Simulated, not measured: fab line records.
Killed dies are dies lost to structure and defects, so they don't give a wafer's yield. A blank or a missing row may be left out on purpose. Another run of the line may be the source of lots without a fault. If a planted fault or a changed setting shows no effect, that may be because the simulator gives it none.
Lot-split experiment :: flow ritCmos :: route with 202 steps; 5 lots, 23 wafers read

THE SPLIT
At RIT_PSD_IMPLANT_08, the setting energyKev was moved away from the recipe's 27 on 5 of the 23 wafers read, by -4.7% to +3.0%. The other wafers ran this setting at the recipe's value.

FROM THE SPLIT TO THE READING: what the file shows between them, 3 steps
- RIT_PSD_STRIP_09: strips in O2, time 180 s
- RIT_SDANNEAL_CLEAN_02: cleans in SC2, time 600 s
- RIT_SDANNEAL_RTA_03: time 5 s

THE READING
Measured at RIT_SDANNEAL_RS_MEAS_04 by four-point probe: PSD_RS, in ohm/sq. On this fab line, fault-free wafers typically give 115.95 ohm/sq with a standard deviation of 0.28 ohm/sq.

wafer: L075.1
tool, chamber at the split: implanter-03, 0
energyKev as run: 27
against the recipe: recipe
PSD_RS, ohm/sq: 115.69
against lot-mates on the recipe: -

wafer: L075.2
tool, chamber at the split: implanter-03, 0
energyKev as run: 25.73
against the recipe: -4.7%
PSD_RS, ohm/sq: 118.98
against lot-mates on the recipe: +3.17

wafer: L075.3
tool, chamber at the split: implanter-03, 0
energyKev as run: 25.73
against the recipe: -4.7%
PSD_RS, ohm/sq: 118.65
against lot-mates on the recipe: +2.84

wafer: L075.5
tool, chamber at the split: implanter-03, 0
energyKev as run: 25.73
against the recipe: -4.7%
PSD_RS, ohm/sq: 118.92
against lot-mates on the recipe: +3.11

wafer: L075.6
tool, chamber at the split: implanter-03, 0
energyKev as run: 27
against the recipe: recipe
PSD_RS, ohm/sq: 115.92
against lot-mates on the recipe: -

wafer: L076.1
tool, chamber at the split: implanter-02, 0
energyKev as run: 27
against the recipe: recipe
PSD_RS, ohm/sq: 115.56
against lot-mates on the recipe: -

wafer: L076.2
tool, chamber at the split: implanter-02, 0
energyKev as run: 27
against the recipe: recipe
PSD_RS, ohm/sq: 115.87
against lot-mates on the recipe: -

wafer: L076.4
tool, chamber at the split: implanter-02, 0
energyKev as run: 27
against the recipe: recipe
PSD_RS, ohm/sq: 115.85
against lot-mates on the recipe: -

wafer: L076.5
tool, chamber at the split: implanter-02, 0
energyKev as run: 27
against the recipe: recipe
PSD_RS, ohm/sq: 115.95
against lot-mates on the recipe: -

wafer: L076.6
tool, chamber at the split: implanter-02, 0
energyKev as run: 27
against the recipe: recipe
PSD_RS, ohm/sq: 115.90
against lot-mates on the recipe: -

wafer: L081.1
tool, chamber at the split: implanter-04, 0
energyKev as run: 27
against the recipe: recipe
PSD_RS, ohm/sq: 116.26
against lot-mates on the recipe: -

wafer: L081.2
tool, chamber at the split: implanter-04, 0
energyKev as run: 27
against the recipe: recipe
PSD_RS, ohm/sq: 116.39
against lot-mates on the recipe: -

wafer: L081.3
tool, chamber at the split: implanter-04, 0
energyKev as run: 27.81
against the recipe: +3.0%
PSD_RS, ohm/sq: 114.47
against lot-mates on the recipe: -1.82

wafer: L081.4
tool, chamber at the split: implanter-04, 0
energyKev as run: 27.81
against the recipe: +3.0%
PSD_RS, ohm/sq: 114.68
against lot-mates on the recipe: -1.61

wafer: L081.6
tool, chamber at the split: implanter-04, 0
energyKev as run: 27
against the recipe: recipe
PSD_RS, ohm/sq: 116.23
against lot-mates on the recipe: -

wafer: L082.2
tool, chamber at the split: implanter-04, 0
energyKev as run: 27
against the recipe: recipe
PSD_RS, ohm/sq: 116.19
against lot-mates on the recipe: -

wafer: L082.4
tool, chamber at the split: implanter-04, 0
energyKev as run: 27
against the recipe: recipe
PSD_RS, ohm/sq: 115.78
against lot-mates on the recipe: -

wafer: L082.5
tool, chamber at the split: implanter-04, 0
energyKev as run: 27
against the recipe: recipe
PSD_RS, ohm/sq: 115.69
against lot-mates on the recipe: -

wafer: L085.2
tool, chamber at the split: implanter-03, 0
energyKev as run: 27
against the recipe: recipe
PSD_RS, ohm/sq: 116.40
against lot-mates on the recipe: -

wafer: L085.3
tool, chamber at the split: implanter-03, 0
energyKev as run: 27
against the recipe: recipe
PSD_RS, ohm/sq: 116.06
against lot-mates on the recipe: -

wafer: L085.4
tool, chamber at the split: implanter-03, 0
energyKev as run: 27
against the recipe: recipe
PSD_RS, ohm/sq: 116.10
against lot-mates on the recipe: -

wafer: L085.5
tool, chamber at the split: implanter-03, 0
energyKev as run: 27
against the recipe: recipe
PSD_RS, ohm/sq: 116.27
against lot-mates on the recipe: -

wafer: L085.6
tool, chamber at the split: implanter-03, 0
energyKev as run: 27
against the recipe: recipe
PSD_RS, ohm/sq: 116.15
against lot-mates on the recipe: -

FIT RESULTS
A straight line over all 23 wafers: PSD_RS changes by -0.572 ohm/sq for each +1% of energyKev; r = -0.98; the points scatter about the line by 0.25 ohm/sq.
The same after taking each lot's own level away (the mean of its wafers on the recipe; 23 wafers): -0.629 ohm/sq for each +1%; r = -0.99; scatter 0.15 ohm/sq.
That fit puts the effect of the largest move of energyKev on the reading at 3 ohm/sq.
Measured against the standard deviation above, the lots' own levels, which go from 115.805 to 116.293 ohm/sq, span 1.7 times it.
Hence the lot-to-lot level has little effect on the slope; both slopes agree.
Check: +2.91 ohm/sq against its lot-mates is what the line predicts for one of the wafers moved furthest among these (-4.7%) when that wafer is left out of the fit. It came out at +3.17 ohm/sq against them.

THE WHOLE CHAIN: every reading that the file lists as answering this split, in the file's order
step: RIT_PSD_IMPLANT_08
what it does: 
reading: implant.rpNm (the simulator's own value, which no gauge read)
change (the file's fit): +0.178 nm for each +1% of the setting
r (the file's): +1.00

step: RIT_PSD_IMPLANT_08
what it does: 
reading: implant.drpNm (the simulator's own value, which no gauge read)
change (the file's fit): +0.0851 nm for each +1% of the setting
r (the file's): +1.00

step: RIT_SDANNEAL_RS_MEAS_04
what it does: measures by four-point-probe
reading: PSD_RS
change (the file's fit): -0.626 for each +1% of the setting
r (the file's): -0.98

THE FILE'S OWN FIT
PSD_RS changes by -0.626 ohm/sq for each +1% of energyKev, r = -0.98.
